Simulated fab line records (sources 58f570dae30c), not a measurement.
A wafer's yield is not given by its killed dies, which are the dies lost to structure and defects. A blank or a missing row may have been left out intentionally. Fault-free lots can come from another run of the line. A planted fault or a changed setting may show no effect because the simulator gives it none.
Tool commonality check ; flow berkeleyCmos170 ; Sample size 15 lots and 45 wafers

== REASON FOR OPENING ==
UCB170_PWELL_THK_MEAS_03, reading PWELL_OXIDE_THK: flagged on 3 of 15 lots. Fault-free wafers read 26.4 nm, with a standard deviation of 0.59.
Rule: a lot is flagged in two cases, either no wafer of it has a number, or all its wafers with numbers fall more than 4 standard deviations from that mean. The rest of the lots are taken to be sound.

lot;measured;on;PWELL_OXIDE_THK (nm), wafer by wafer;flag
L666;day 2 15:16;filmMetro-04;26.6 26.6 26.4;
L667;day 2 20:48;filmMetro-02;25.8 25.9 25.7;
L668;day 3 05:03;filmMetro-02;26.8 26.5 27.2;
L669;day 3 05:03;filmMetro-04;26.6 26.5 26.2;
L670;day 3 09:28;filmMetro-02;27.2 26.5 26.8;
L671;day 3 14:40;filmMetro-03;27.4 27.4 27.5;
L672;day 4 04:04;filmMetro-02;26.9 27.2 27.2;
L673;day 4 04:05;filmMetro-04;25.8 26.1 26.5;
L674;day 4 13:40;filmMetro-04;26.8 26.7 27.1;
L675;day 4 16:29;filmMetro-03;26.4 26.6 26.8;
L676;day 4 17:40;filmMetro-04;26.7 26.7 26.9;
L682;day 5 23:21;filmMetro-02;31.0 31.0 30.9;FLAGGED
L685;day 6 15:27;filmMetro-02;29.4 29.9 29.4;FLAGGED
L689;day 7 07:23;filmMetro-04;25.1 25.1 25.5;
L688;day 7 07:24;filmMetro-02;30.7 30.3 30.4;FLAGGED
On average the flagged lots' numbers are 30.3 nm, which is +3.9 nm against the usual, or +7 standard deviations.

== LOT BY LOT: THE TOOL USED ==
The record holds 1 process step before the reading, out of a route of 331 steps. Each cell gives the tool, then ch followed by the chambers the sampled wafers passed through, then the start.
lot;flag;UCB170_ZERO_ETCH_06
L666;;rieDiel-01 ch 2,3, day 1 19:58
L667;;rieDiel-02 ch 0,2,3, day 1 23:32
L668;;rieDiel-02 ch 0,1, day 2 06:55
L669;;rieDiel-01 ch 0,2, day 2 10:05
L670;;rieDiel-01 ch 0,1, day 2 13:35
L671;;rieDiel-01 ch 2,3, day 2 20:58
L672;;rieDiel-01 ch 0,2,3, day 3 00:24
L673;;rieDiel-01 ch 1,2, day 3 07:01
L674;;rieDiel-02 ch 1,2,3, day 3 15:37
L675;;rieDiel-04 ch 0,2,3, day 3 17:25
L676;;rieDiel-02 ch 1,2,3, day 3 22:16
L682;FLAGGED;rieDiel-04 ch 0,1,2, day 5 04:29
L685;FLAGGED;rieDiel-02 ch 0,1, day 5 18:21
L689;;rieDiel-01 ch 0,1,2, day 6 14:35
L688;FLAGGED;rieDiel-02 ch 0,2,3, day 6 14:52
These steps, and what they do:
- UCB170_ZERO_ETCH_06: etches SiO2 in CHF3/CF4/Ar, time 12 s.
- UCB170_PWELL_THK_MEAS_03

== FLAGGED OVER TOTAL, TOOL BY TOOL (the gauges that took the reading come last) ==
step;tool;lots run;flagged;share of the flagged lots;sound lots run after its first flagged lot
UCB170_ZERO_ETCH_06;rieDiel-01;7;0;none;-
UCB170_ZERO_ETCH_06;rieDiel-02;6;2;some;0
UCB170_ZERO_ETCH_06;rieDiel-04;2;1;some;0
UCB170_PWELL_THK_MEAS_03;filmMetro-02;7;3;all;0
UCB170_PWELL_THK_MEAS_03;filmMetro-03;2;0;none;-
UCB170_PWELL_THK_MEAS_03;filmMetro-04;6;0;none;-

== THE TABLE: WHAT IT ALLOWS ==
In the table, 1 row covers all flagged lots: filmMetro-02 at UCB170_PWELL_THK_MEAS_03.
- filmMetro-02 at UCB170_PWELL_THK_MEAS_03: 3 of its 7 lots flagged. A fault beginning between L672 (day 4 04:04), its last sound lot, and L682 (day 5 23:21), its first flagged one, fits the data.
filmMetro-02 at UCB170_PWELL_THK_MEAS_03 is the single tool remaining.

== WHAT THE SIMULATOR PUT IN ==
Metrology matching offset: filmMetro-02, from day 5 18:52 on, at UCB170_PWELL_THK_MEAS_03. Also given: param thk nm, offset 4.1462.
Shown lots that were struck: L682, L685, L688. Same finding as the rule above.
